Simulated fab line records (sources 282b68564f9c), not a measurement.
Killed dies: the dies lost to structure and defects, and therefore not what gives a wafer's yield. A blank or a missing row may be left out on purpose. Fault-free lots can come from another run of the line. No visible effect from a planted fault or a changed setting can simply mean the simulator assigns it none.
The tool behind it: which one? | flow ritCmos | Sampling: 14 lots, 42 wafers, 4 of 202 route steps

## WHAT EACH GAUGE READ, for each wafer
RIT_REOX_THK_MEAS_04.
lot  | measured    | on           | REOX_OXIDE_THK (nm)
L758 | day 3 04:44 | filmMetro-02 | 25.3 25.7 25.8
L760 | day 3 09:34 | filmMetro-02 | 25.3 25.3 25.8
L761 | day 3 15:58 | filmMetro-02 | 25.6 24.9 25.2
L763 | day 4 01:18 | filmMetro-02 | 24.8 25.2 25.6
L766 | day 4 13:40 | filmMetro-02 | 25.1 24.7 24.8
L769 | day 5 04:47 | filmMetro-03 | 25.2 25.5 25.0
L772 | day 5 20:01 | filmMetro-03 | 24.4 24.5 24.9
L775 | day 6 06:41 | filmMetro-04 | 24.1 24.2 24.3
L776 | day 6 16:37 | filmMetro-04 | 24.4 24.6 24.7
L777 | day 6 19:51 | filmMetro-02 | 25.1 24.8 25.0
L778 | day 7 00:31 | filmMetro-04 | 24.1 24.4 24.5
L779 | day 7 05:28 | filmMetro-04 | 24.6 24.7 24.3
L780 | day 7 12:23 | filmMetro-02 | 25.9 26.1 25.1
L781 | day 7 16:29 | filmMetro-04 | 25.1 25.1 25.2

RIT_SDANNEAL_RS_MEAS_04: measurement is done with a four-point probe.
lot  | measured    | on           | PSD_RS (ohm/sq)
L758 | day 3 14:25 | filmMetro-03 | 115.7 115.6 115.5
L760 | day 3 18:38 | filmMetro-01 | 116.2 116.4 116.1
L761 | day 4 01:27 | filmMetro-04 | 115.8 116.0 115.8
L763 | day 4 11:13 | filmMetro-01 | 117.3 117.6 117.5
L766 | day 4 23:59 | filmMetro-01 | 117.7 117.8 117.6
L769 | day 5 14:05 | filmMetro-03 | 116.2 115.8 116.0
L772 | day 6 05:27 | filmMetro-04 | 115.9 115.9 116.0
L775 | day 6 15:26 | filmMetro-04 | 115.8 115.9 115.4
L776 | day 7 01:49 | filmMetro-04 | 116.3 116.0 116.2
L777 | day 7 05:52 | filmMetro-04 | 115.7 116.8 116.3
L778 | day 7 09:55 | filmMetro-03 | 115.4 115.5 115.5
L779 | day 7 15:44 | filmMetro-01 | 116.4 116.1 116.4
L780 | day 7 21:13 | filmMetro-04 | 115.6 115.4 115.7
L781 | day 8 02:00 | filmMetro-03 | 115.1 115.5 115.3

RIT_SDANNEAL_RS_MEAS_06: measurement is done with a four-point probe.
lot  | measured    | on           | PLDD_RS (ohm/sq)
L758 | day 3 14:40 | filmMetro-03 | 179.1 178.8 178.9
L760 | day 3 18:52 | filmMetro-01 | 178.8 179.3 178.7
L761 | day 4 01:41 | filmMetro-04 | 178.6 178.7 178.9
L763 | day 4 11:28 | filmMetro-01 | 178.4 179.1 179.0
L766 | day 5 00:13 | filmMetro-01 | 179.0 179.1 179.2
L769 | day 5 14:19 | filmMetro-03 | 179.2 178.1 178.4
L772 | day 6 05:41 | filmMetro-04 | 178.9 179.0 179.4
L775 | day 6 15:41 | filmMetro-04 | 178.9 179.3 178.9
L776 | day 7 02:03 | filmMetro-04 | 178.8 178.6 178.8
L777 | day 7 06:07 | filmMetro-04 | 179.1 179.3 179.1
L778 | day 7 10:09 | filmMetro-03 | 177.7 177.8 178.1
L779 | day 7 15:58 | filmMetro-01 | 179.2 179.1 178.7
L780 | day 7 21:28 | filmMetro-04 | 177.9 178.7 178.4
L781 | day 8 02:14 | filmMetro-03 | 178.2 178.1 177.7

## WHAT TOOL EACH LOT RAN ON (gives the tool, then ch and the chambers of the sampled wafers, and finally the start)
lot  | RIT_PSD_IMPLANT_08
L758 | implanter-02 ch 0, day 3 13:37
L760 | implanter-03 ch 0, day 3 17:50
L761 | implanter-02 ch 0, day 4 00:28
L763 | implanter-03 ch 0, day 4 10:25
L766 | implanter-03 ch 0, day 4 22:58
L769 | implanter-01 ch 0, day 5 13:13
L772 | implanter-02 ch 0, day 6 04:37
L775 | implanter-02 ch 0, day 6 14:39
L776 | implanter-01 ch 0, day 7 01:00
L777 | implanter-02 ch 0, day 7 05:03
L778 | implanter-02 ch 0, day 7 09:05
L779 | implanter-01 ch 0, day 7 14:55
L780 | implanter-02 ch 0, day 7 20:23
L781 | implanter-03 ch 0, day 8 01:07
- RIT_PSD_IMPLANT_08

## AS READ BY THE TOOLS THEMSELVES (means over the sampled wafers that have a number; for cases with no such wafer, the mark the record gives instead)
RIT_PSD_IMPLANT_08.
lot  | tool         | doseIonsCm2
L758 | implanter-02 | 5e+15
L760 | implanter-03 | 5e+15
L761 | implanter-02 | 5e+15
L763 | implanter-03 | 4e+15
L766 | implanter-03 | 4e+15
L769 | implanter-01 | 5e+15
L772 | implanter-02 | 5e+15
L775 | implanter-02 | 5e+15
L776 | implanter-01 | 5e+15
L777 | implanter-02 | 5e+15
L778 | implanter-02 | 5e+15
L779 | implanter-01 | 5e+15
L780 | implanter-02 | 5e+15
L781 | implanter-03 | 5e+15

## THE ANSWER, worked out from the rows above alone
Rule: usual is defined by the lots themselves. Put in order of their means at a reading, lots are off if they are a third of the lots or fewer, leave a main group of 4 or more, and stand apart from it by a gap of 3 or more times the standard deviation of the main group's means; of several such gaps the widest counts. The tables above print the reading to a certain number of digits; a main group whose means all agree to those digits is not used. A lot without any number at a reading at which 4 lots or more have one is off too. Any other lot the step has rows for is counted as sound. The gauges are gone through in route order, then the tools' own readings, and for those a lot's mean is taken as printed above. The first step at which some lot is off is used, and at that step the reading that is off furthest; a lot without a number counts as furthest.
Off: L763, L766, at RIT_SDANNEAL_RS_MEAS_04 (PSD_RS). Mean 115.9 ohm/sq and standard deviation 0.32 in the main group.
If a tool, at a process step before that reading, ran all the lots that are off and no sound lot after the first of them, it fits. The gauges at RIT_SDANNEAL_RS_MEAS_04 are tried like those tools. No candidate that was tried fits.

## WHAT HAD BEEN PUT IN BY THE SIMULATOR
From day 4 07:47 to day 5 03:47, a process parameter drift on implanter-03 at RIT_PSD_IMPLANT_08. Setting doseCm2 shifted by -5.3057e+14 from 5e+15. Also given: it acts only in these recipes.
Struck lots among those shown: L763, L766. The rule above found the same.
